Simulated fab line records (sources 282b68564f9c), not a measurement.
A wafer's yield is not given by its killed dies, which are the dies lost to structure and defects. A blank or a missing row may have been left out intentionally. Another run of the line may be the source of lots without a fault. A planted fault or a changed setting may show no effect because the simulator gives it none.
What tool caused it?    flow rit-cmos    42 wafers from 14 lots sampled at 3 of the route's 202 steps

WHAT EACH GAUGE READ, for each wafer
RIT_PLDD_TW_MEAS_10. Usual: PLDD_TW 2356, standard deviation 25.
lot   measured     on             PLDD_TW                        flag
L744  day 2 23:36  film-metro-04  2348 2352 2357                 
L745  day 3 03:29  film-metro-04  2319 2337 2327                 
L747  day 3 16:09  film-metro-04  2333 2347 2331                 
L748  day 3 23:19  film-metro-04  2336 2325 2322                 
L749  day 4 01:56  film-metro-03  2381 2384 2376                 
L750  day 4 07:46  film-metro-03  2381 2374 2382                 
L752  day 4 13:38  film-metro-01  2350 2326 2330                 
L753  day 4 23:14  film-metro-01  2129 2129 2131 2124 2117 2136  OFF
L754  day 5 03:50  film-metro-03  2170 2175 2173 2177 2168 2172  OFF
L761  day 6 21:38  film-metro-03  2394 2396 2398                 
L763  day 7 13:05  film-metro-03  2395 2386 2401                 
L765  day 8 03:35  film-metro-01  2330 2326 2321                 
L767  day 8 09:16  film-metro-03  2375 2387 2372                 
L766  day 8 09:32  film-metro-01  2342 2332 2340                 

RIT_SDANNEAL_RS_MEAS_06: uses a four-point probe to measure. Usual: PLDD_RS 178.8 ohm/sq, standard deviation 0.46.
lot   measured     on             PLDD_RS (ohm/sq)                     flag
L744  day 3 06:18  film-metro-03  178.3 178.2 178.6                    
L745  day 3 10:49  film-metro-03  178.6 179.2 179.4                    
L747  day 3 22:14  film-metro-01  178.2 178.8 178.5                    
L748  day 4 05:44  film-metro-01  178.9 178.4 179.4                    
L749  day 4 08:09  film-metro-01  178.8 179.5 179.4                    
L750  day 4 14:07  film-metro-03  179.4 178.8 179.3                    
L752  day 4 20:19  film-metro-01  178.3 178.7 179.3                    
L753  day 5 07:18  film-metro-04  216.7 216.9 216.6 216.5 216.7 217.0  OFF
L754  day 5 19:19  film-metro-04  216.3 216.9 217.6 216.3 216.5 217.6  OFF
L761  day 7 04:06  film-metro-01  179.1 178.2 179.0                    
L763  day 7 21:52  film-metro-03  179.2 178.6 178.6                    
L765  day 8 09:49  film-metro-03  178.6 178.2 178.6                    
L767  day 8 15:41  film-metro-04  178.4 178.6 178.8                    
L766  day 8 16:08  film-metro-01  178.8 178.7 178.7                    

WHAT TOOL EACH LOT RAN ON (gives the tool, then ch and the chambers of the sampled wafers, and finally the start)
lot   RIT_PLDD_IMPLANT_08
L744  implanter-03 ch 0, day 2 23:17
L745  implanter-03 ch 0, day 3 03:10
L747  implanter-01 ch 0, day 3 15:50
L748  implanter-02 ch 0, day 3 23:00
L749  implanter-03 ch 0, day 4 01:37
L750  implanter-01 ch 0, day 4 07:26
L752  implanter-03 ch 0, day 4 13:18
L753  implanter-01 ch 0, day 4 22:56
L754  implanter-01 ch 0, day 5 03:32
L761  implanter-02 ch 0, day 6 21:19
L763  implanter-02 ch 0, day 7 12:46
L765  implanter-01 ch 0, day 8 03:17
L767  implanter-02 ch 0, day 8 08:57
L766  implanter-01 ch 0, day 8 09:13
- RIT_PLDD_IMPLANT_08

AS READ BY THE TOOLS THEMSELVES (means over the sampled wafers that have a number; for cases with no such wafer, the mark the record gives instead)
RIT_PLDD_IMPLANT_08. Usual: beam-on-s 10.01 s, standard deviation 0.2; dose-ions-cm2 9e+14, standard deviation 9.5e+11; faraday-current-uA 2820, standard deviation 56.
lot   tool          beam-on-s (s)  dose-ions-cm2  faraday-current-uA  flag
L744  implanter-03  9.99           9e+14          2818                
L745  implanter-03  10.03          9e+14          2806                
L747  implanter-01  10.02          9e+14          2809                
L748  implanter-02  10.06          9e+14          2797                
L749  implanter-03  10.10          9e+14          2797                
L750  implanter-01  9.96           9e+14          2832                
L752  implanter-03  9.96           9e+14          2837                
L753  implanter-01  9.98           6e+14          1975                OFF
L754  implanter-01  10.08          6e+14          1958                OFF
L761  implanter-02  9.80           9e+14          2885                
L763  implanter-02  10.02          9e+14          2818                
L765  implanter-01  9.84           9e+14          2861                
L767  implanter-02  10.02          9e+14          2820                
L766  implanter-01  10.03          9e+14          2803                

THE ANSWER, worked out from the rows above alone
Rule: take the mean of a lot's wafers that have a number; if it is more than 3 standard deviations from the usual mean, the lot is off. Also off: a lot with no number at a reading for which 4 or more lots have one. Any other lot the step has rows for is counted as sound. First the gauges in route order, then the tools' own readings, where a lot's mean is used as printed above. At the first step where some lot is off, the reading lying furthest off is the one used; lots without a number count as furthest.
Off: L753, L754, seen at RIT_PLDD_TW_MEAS_10 (PLDD_TW).
If a tool, at a process step before that reading, ran all the lots that are off and no sound lot after the first of them, it fits. Not tried: the gauges at RIT_PLDD_TW_MEAS_10; whatever is off there is also off at RIT_SDANNEAL_RS_MEAS_06, on other tools, and gauge error can't account for it. Not one of the candidates tried fits.

WHAT THE SIMULATOR PUT IN
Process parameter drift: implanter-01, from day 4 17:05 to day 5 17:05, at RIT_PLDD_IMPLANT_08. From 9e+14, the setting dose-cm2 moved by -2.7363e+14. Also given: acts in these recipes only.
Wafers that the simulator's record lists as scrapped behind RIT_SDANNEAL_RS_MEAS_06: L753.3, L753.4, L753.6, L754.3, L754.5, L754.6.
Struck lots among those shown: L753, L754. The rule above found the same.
